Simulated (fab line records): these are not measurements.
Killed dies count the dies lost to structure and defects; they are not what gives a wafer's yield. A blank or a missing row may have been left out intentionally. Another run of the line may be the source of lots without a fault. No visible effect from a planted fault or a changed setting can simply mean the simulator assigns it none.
A struck lot beside a sound one ; flow berkeley-cmos170 ; 27 out of 331 route steps
Sound: wafers L269.3, L269.5, L269.6. The struck wafers were L273.3, L273.4, L273.6. The cause is given at the end.
Per side, at each step with rows, come the tool, then ch with its chambers, and then its first start. Under that, the readings that differ: sound wafers ; struck wafers ; difference of the means ; sigmas: that difference in standard deviations of wafers without a fault.
alike: words and numbers the same on both sides, and readings whose means are apart by under 2 such deviations; not compared: readings that were withheld, readings missing a value for some wafer, numbers with overlapping values and no deviation given by the record, and bounds like >300 which may hide the same value.
A row with sigmas, a row that says differs or no value, or rows on one side alone: a step with any of these is where the two part. Non-overlapping numbers with no deviation appear without sigmas and do not part them. Lack of a reading on every wafer of one side parts them only where that side has two or more wafers.

first, 2 steps without rows for these wafers: UCB170_NWELL_PEB_10; UCB170_NWELL_DEVELOP_11 (develop time 45 s).
UCB170_NWELL_OVL_MEAS_12:
  sound on overlay-01, day 3 19:03; struck on overlay-01, day 5 00:58
  alike: NWELL_OVL
UCB170_NWELL_ETCH_13: etches Si3N4 in CH3F/Ar/O2, stops on SiO2, target depth 246.4 nm, time 154 s.
  sound on rie-diel-01 ch 0,3, day 3 19:04; struck on rie-diel-04 ch 1,3, day 5 00:59
  alike: CH3F_flow_sccm, drypump-motor-current-A, oes-product-au, throttle-valve-pct
  not compared: rf-hours-counter-h
then, 1 step without rows for these wafers: UCB170_NWELL_IMPLANT_14.
UCB170_NWELL_STRIP_15: strips in O2.
  sound on plasma-asher-02 ch 0,1, day 3 19:22; struck on plasma-asher-04 ch 0,1, day 5 01:16
  alike: drypump-motor-current-A, oes-product-au, strip-time-to-endpoint-s
  not compared: rf-hours-counter-h
UCB170_NWELL_TW_MEAS_16:
  sound on film-metro-02, day 3 19:26; struck on film-metro-03, day 5 01:22
  alike: NWELL_TW
then, 5 steps without rows for these wafers: UCB170_NWELL_CLEAN_17 (cleans in SPM, time 600 s); UCB170_NWELL_WET_ETCH_18 (etches Si3N4 in H3PO4, time 14400 s); UCB170_NWELL_WET_ETCH_19 (etches SiO2 in BOE, time 22 s); UCB170_PWELL_CLEAN_00 (cleans in SPM, time 600 s); UCB170_PWELL_CLEAN_01 (cleans in dHF, time 60 s).
UCB170_PWELL_OXIDATION_02: target thk 26.4 nm, ox time 1260 s.
  sound on furnace-04 ch 0, day 4 04:34; struck on furnace-02 ch 0, day 5 14:10
  alike: spike-tc-centre-C
UCB170_PWELL_THK_MEAS_03:
  sound on film-metro-02, day 4 05:56; struck on film-metro-02, day 5 15:32
reading;sound;struck;difference;sigmas
PWELL_OXIDE_THK (nm);26.1 25.9 25.9;38.8 39.5 39.5;+13.3;+30
then, 2 steps without rows for these wafers: UCB170_PWELL_ANNEAL_04 (time 900 s); UCB170_PWELL_CVD_05 (deposits Si3N4 from SiH2Cl2/NH3, target thk 220 nm, time 3300 s).
UCB170_PWELL_THK_MEAS_06:
  sound on film-metro-01, day 4 13:40; struck on film-metro-01, day 5 18:51
  alike: PWELL_NITRIDE_THK
then, 6 steps without rows for these wafers: UCB170_PWELL_HMDS_07 (prime time 60 s); UCB170_PWELL_COAT_08 (resist thk 900 nm); UCB170_PWELL_SOFTBAKE_09 (time 60 s); UCB170_PWELL_EXPOSE_10 (exposes mask PWELL, target cd 3000 nm); UCB170_PWELL_PEB_11; UCB170_PWELL_DEVELOP_12 (develop time 45 s).
UCB170_PWELL_OVL_MEAS_13:
  sound on overlay-02, day 4 14:56; struck on overlay-02, day 5 19:52
  alike: PWELL_OVL
UCB170_PWELL_ETCH_14: etches Si3N4 in CH3F/Ar/O2, stops on SiO2, target depth 242 nm, time 151 s.
  sound on rie-diel-01 ch 0,1, day 4 14:58; struck on rie-diel-04 ch 0,1,2, day 5 19:54
reading;sound;struck;difference;sigmas
model.SiO2_of_PWELL_OXIDATION_02.thk-nm (nm);22.33 22.01 21.74;34.95 35.38 35.33;+13.19;
  alike: CH3F_flow_sccm, drypump-motor-current-A, oes-product-au, throttle-valve-pct
  not compared: rf-hours-counter-h
then, 1 step without rows for these wafers: UCB170_PWELL_IMPLANT_15.
UCB170_M3_PROBE_99:
  rows exist in the record for the sound wafers here (prober-02, day 10 04:58), none for the struck ones

WHERE THEY PART
At UCB170_PWELL_THK_MEAS_03 first; at UCB170_M3_PROBE_99 last (within this record only).

WHY: whatever the simulator had introduced
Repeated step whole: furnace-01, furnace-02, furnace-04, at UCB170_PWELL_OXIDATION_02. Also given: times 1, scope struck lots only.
